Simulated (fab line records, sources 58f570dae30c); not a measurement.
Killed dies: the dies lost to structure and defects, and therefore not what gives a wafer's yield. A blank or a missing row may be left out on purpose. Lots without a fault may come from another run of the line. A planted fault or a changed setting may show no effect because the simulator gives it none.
Which tool is to blame? || flow berkeleyCmos170 || 7 lots with 21 wafers sampled at 2 steps, on a route of 331 steps

WHAT EACH GAUGE READ, for each wafer
UCB170_NWELL_TW_MEAS_16.
{"lot": "L857", "measured": "day 2 20:52", "on": "filmMetro-02", "NWELL_TW": "1234 1226 1231"}
{"lot": "L861", "measured": "day 3 14:56", "on": "filmMetro-02", "NWELL_TW": "1238 1233 1234"}
{"lot": "L860", "measured": "day 3 15:11", "on": "filmMetro-01", "NWELL_TW": "1240 1245 1239"}
{"lot": "L864", "measured": "day 4 11:38", "on": "filmMetro-01", "NWELL_TW": "1284 1289 1282"}
{"lot": "L870", "measured": "day 5 07:08", "on": "filmMetro-01", "NWELL_TW": "1290 1295 1292"}
{"lot": "L876", "measured": "day 6 13:41", "on": "filmMetro-04", "NWELL_TW": "1230 1234 1235"}
{"lot": "L879", "measured": "day 7 05:40", "on": "filmMetro-01", "NWELL_TW": "1233 1233 1238"}

TOOL THAT RAN EACH LOT (tool first, then ch and the chambers of the sampled wafers, then the start)
{"lot": "L857", "UCB170_NWELL_IMPLANT_14": "implanter-02 ch 0, day 2 20:38"}
{"lot": "L861", "UCB170_NWELL_IMPLANT_14": "implanter-02 ch 0, day 3 14:41"}
{"lot": "L860", "UCB170_NWELL_IMPLANT_14": "implanter-03 ch 0, day 3 14:58"}
{"lot": "L864", "UCB170_NWELL_IMPLANT_14": "implanter-03 ch 0, day 4 11:24"}
{"lot": "L870", "UCB170_NWELL_IMPLANT_14": "implanter-03 ch 0, day 5 06:55"}
{"lot": "L876", "UCB170_NWELL_IMPLANT_14": "implanter-02 ch 0, day 6 13:20"}
{"lot": "L879", "UCB170_NWELL_IMPLANT_14": "implanter-02 ch 0, day 7 05:26"}
- UCB170_NWELL_IMPLANT_14

THE ANSWER, worked out from the rows above alone
Rule: usual is defined by the lots themselves. The widest of any qualifying gaps counts: lots, ordered by their means at a reading, are off when they make up no more than a third of the lots, leave a main group of 4 or more, and stand apart from it by 3 or more times the standard deviation of that group's means. A main group is skipped when, at the precision printed for the reading in the tables above, its means are all equal. A lot without any number at a reading at which 4 lots or more have one is off too. All remaining lots with rows at the step are treated as sound.
Off: L864, L870, at UCB170_NWELL_TW_MEAS_16 (NWELL_TW). The main group has a mean of 1235 with a standard deviation of 3.6.
If a tool, at a process step before that reading, ran all the lots that are off and no sound lot after the first of them, it fits. Gauges at UCB170_NWELL_TW_MEAS_16: tried the same way as those tools. One fits: UCB170_NWELL_IMPLANT_14 on implanter-03. Its last sound lot is L860 (day 3 14:58), its first lot that is off L864 (day 4 11:24): a fault that began between those two fits.

WHAT WAS PUT IN BY THE SIMULATOR
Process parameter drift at UCB170_NWELL_IMPLANT_14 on implanter-03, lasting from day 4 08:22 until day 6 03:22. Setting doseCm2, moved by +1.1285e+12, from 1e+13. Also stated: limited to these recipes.
Shown lots that were struck: L864, L870. The rule given above showed the same thing.
